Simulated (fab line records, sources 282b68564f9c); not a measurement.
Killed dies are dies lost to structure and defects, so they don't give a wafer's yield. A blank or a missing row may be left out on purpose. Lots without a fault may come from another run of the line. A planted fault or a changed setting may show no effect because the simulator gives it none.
A struck lot beside a sound one | flow rit_cmos | 44 steps out of a route of 202
Sound: wafers L214.1, L214.4, L214.5. Struck: wafers L227.1, L227.2, L227.5. The cause comes at the end.
At each step with rows: each side's tool, then ch and its chambers, then its first start. Under that, the readings that differ: sound wafers | struck wafers | difference of the means | sigmas: that difference in standard deviations of wafers without a fault.
alike: readings whose means differ by less than 2 such deviations, and words and numbers that are the same on both sides. not compared: withheld readings, readings that some wafer has no value for, bounds like >300 that may hide the same value, and numbers for which the record gives no deviation and whose values overlap.
The two part at a step that has a row with sigmas, a row that says differs or no value, or rows on one side only. Numbers that don't overlap but have no deviation are shown without sigmas and don't part them. A reading that every wafer of one side lacks parts them only if that side has two wafers or more.

first, 1 step without rows for these wafers: RIT_PRETRO_IMPLANT_08.
RIT_PRETRO_STRIP_09: strips in O2, time 180 s.
  sound on plasma_asher-03 ch 0, day 2 08:38; struck on plasma_asher-02 ch 0,1, day 5 02:55
  alike: drypump_motor_current_A, rf_refl_power_W
  not compared: rf_hours_counter_h
RIT_PRETRO_TW_MEAS_10:
  sound on film_metro-02, day 2 08:49; struck on film_metro-02, day 5 03:05
  alike: PRETRO_TW
then, 5 steps without rows for these wafers: RIT_GATE_WET_ETCH_00 (etches SiO2 in BOE, target depth 56 nm, time 60 s); RIT_GATE_CLEAN_01 (cleans in SC1, time 600 s); RIT_GATE_CLEAN_02 (cleans in dHF, time 30 s); RIT_GATE_CLEAN_03 (cleans in SC2, time 600 s); RIT_GATE_CLEAN_04 (cleans in dHF, time 60 s).
RIT_FOX2_THK_MEAS_91:
  sound on film_metro-04, day 2 09:17; struck on film_metro-01, day 5 03:34
  alike: FIELD_OXIDE_LEFT_2_THK
then, 2 steps without rows for these wafers: RIT_GATE_OXIDATION_05 (target thk 3 nm, ox time 270 s); RIT_GATE_ANNEAL_06 (time 600 s).
RIT_GATE_THK_MEAS_07:
  sound on film_metro-01, day 2 12:10; struck on film_metro-04, day 5 05:16
  reading             | sound          | struck         | difference | sigmas
  GATE_OXIDE_THK (nm) | 2.95 2.94 2.94 | 3.12 3.20 3.23 | +0.24      | +4
RIT_GATE_CVD_08: deposits poly-Si from SiH4, target thk 250 nm, time 2220 s.
  sound on lpcvd-02 ch 1, day 2 12:14; struck on lpcvd-02 ch 0, day 5 05:19
  reading                                  | sound                | struck               | difference | sigmas
  spike_tc_centre_C (C)                    | 613.7 613.4 612.9    | 587.4 586.4 589.0    | -25.7      | -20
  spike_tc_load_C (C)                      | 633.9 635.8 637.0    | 608.0 610.3 610.1    | -26.1      | -15
  spike_tc_source_C (C)                    | 623 625 625          | 603 602 603          | -22        | -5
  susceptor_temp_C (C)                     | 609.62 609.64 610.39 | 586.57 586.02 586.23 | -23.61     | -84
  model.poly-Si_of_GATE_CVD_08.thk_nm (nm) | 243.2 243.3 242.4    | 134.8 136.2 132.9    | -108.3     |
  alike: zone_power_centre_pct
RIT_GATE_THK_MEAS_09:
  sound on film_metro-01, day 2 13:50; struck on film_metro-04, day 5 07:44
  reading            | sound             | struck            | difference | sigmas
  GATE_POLY_THK (nm) | 243.2 243.0 242.3 | 134.8 136.3 132.9 | -108.2     | -37
then, 6 steps without rows for these wafers: RIT_GATE_HMDS_10 (prime time 60 s); RIT_GATE_COAT_11 (resist thk 857.1 nm); RIT_GATE_SOFTBAKE_12 (time 60 s); RIT_GATE_EXPOSE_13 (exposes mask M6, target cd 150 nm); RIT_GATE_PEB_14; RIT_GATE_DEVELOP_15 (develop time 50 s).
RIT_GATE_CD_MEAS_16: target cd 150 nm.
  sound on cd_sem-02, day 2 14:45; struck on cd_sem-01, day 5 08:47
  alike: cd_nm
RIT_GATE_OVL_MEAS_17:
  sound on overlay-01, day 2 14:52; struck on overlay-01, day 5 08:54
  alike: GATE_OVL
then, 1 step without rows for these wafers: RIT_GATE_HARDBAKE_18 (time 60 s).
RIT_GATE_ETCH_19: etches poly-Si in SF6/CHF3/O2, stops on SiO2, time 165 s, target depth 312.5 nm.
  sound on rie_si-02 ch 1,3, day 2 15:04; struck on rie_si-01 ch 1,2,3, day 5 09:05
  reading                          | sound             | struck            | difference | sigmas
  oes_product_au (a.u.)            | 0.811 0.853 0.850 | 0.577 0.576 0.575 | -0.262     | -17
  model.etch.depth_nm (nm)         | 243.2 243.3 242.4 | 134.8 136.2 132.9 | -108.3     |
  model.GATE.feature_depth_nm (nm) | 243.2 243.3 242.4 | 134.8 136.2 132.9 | -108.3     |
  alike: drypump_motor_current_A, throttle_valve_pct
  not compared: rf_hours_counter_h
RIT_GATE_STRIP_20: strips in O2, time 180 s.
  sound on plasma_asher-03 ch 0,1, day 2 15:10; struck on plasma_asher-02 ch 0,1, day 5 09:11
  alike: drypump_motor_current_A, rf_refl_power_W
  not compared: rf_hours_counter_h
RIT_GATE_CD_MEAS_90: target cd 150 nm.
  sound on cd_sem-01, day 2 15:20; struck on cd_sem-01, day 5 09:22
  alike: cd_nm
then, 4 steps without rows for these wafers: RIT_REOX_CLEAN_00 (cleans in SC1, time 600 s); RIT_REOX_CLEAN_01 (cleans in dHF, time 30 s); RIT_REOX_CLEAN_02 (cleans in SC2, time 600 s); RIT_REOX_OXIDATION_03 (target thk 25.2 nm, ox time 5580 s).
RIT_REOX_THK_MEAS_04:
  sound on film_metro-04, day 2 18:23; struck on film_metro-02, day 5 12:25
  alike: REOX_OXIDE_THK
then, 6 steps without rows for these wafers: RIT_NLDD_HMDS_00 (prime time 60 s); RIT_NLDD_COAT_01 (resist thk 1000 nm); RIT_NLDD_SOFTBAKE_02 (time 60 s); RIT_NLDD_EXPOSE_03 (exposes mask M7, target cd 40700 nm); RIT_NLDD_PEB_04; RIT_NLDD_DEVELOP_05 (develop time 50 s).
RIT_NLDD_OVL_MEAS_06:
  sound on overlay-01, day 2 19:17; struck on overlay-01, day 5 13:20
  alike: NLDD_OVL
then, 2 steps without rows for these wafers: RIT_NLDD_HARDBAKE_07 (time 60 s); RIT_NLDD_IMPLANT_08.
RIT_NLDD_STRIP_09: strips in O2, time 180 s.
  sound on plasma_asher-01 ch 0,1, day 2 19:38; struck on plasma_asher-01 ch 0,1, day 5 13:40
  alike: drypump_motor_current_A, rf_refl_power_W
  not compared: rf_hours_counter_h
RIT_NLDD_TW_MEAS_10:
  sound on film_metro-02, day 2 19:48; struck on film_metro-03, day 5 13:50
  alike: NLDD_TW
RIT_SDANNEAL_CLEAN_02: cleans in SC2, time 600 s.
  sound on wet_bench-01 ch 1, day 3 04:43; struck on wet_bench-01 ch 3, day 5 21:08
  reading                                  | sound             | struck            | difference | sigmas
  model.poly-Si_of_GATE_CVD_08.thk_nm (nm) | 157.5 157.1 156.3 | 49.27 51.49 43.84 | -108.77    |
  alike: bath_guard_temp_C
RIT_M1_PROBE_99:
  sound on prober-01, day 3 12:56; struck on prober-01, day 6 05:40
  alike: killed_at_contacts, killed_at_front_end, killed_dies, killed_open, killed_short

WHERE THEY PART
First at RIT_GATE_THK_MEAS_07; last, within this record, at RIT_GATE_ETCH_19. Later steps at which nothing parts them and some readings are alike: RIT_GATE_STRIP_20, RIT_GATE_CD_MEAS_90, RIT_REOX_THK_MEAS_04, RIT_NLDD_OVL_MEAS_06, RIT_NLDD_STRIP_09, RIT_NLDD_TW_MEAS_10, RIT_SDANNEAL_CLEAN_02, RIT_M1_PROBE_99.

WHY: what the simulator had put in
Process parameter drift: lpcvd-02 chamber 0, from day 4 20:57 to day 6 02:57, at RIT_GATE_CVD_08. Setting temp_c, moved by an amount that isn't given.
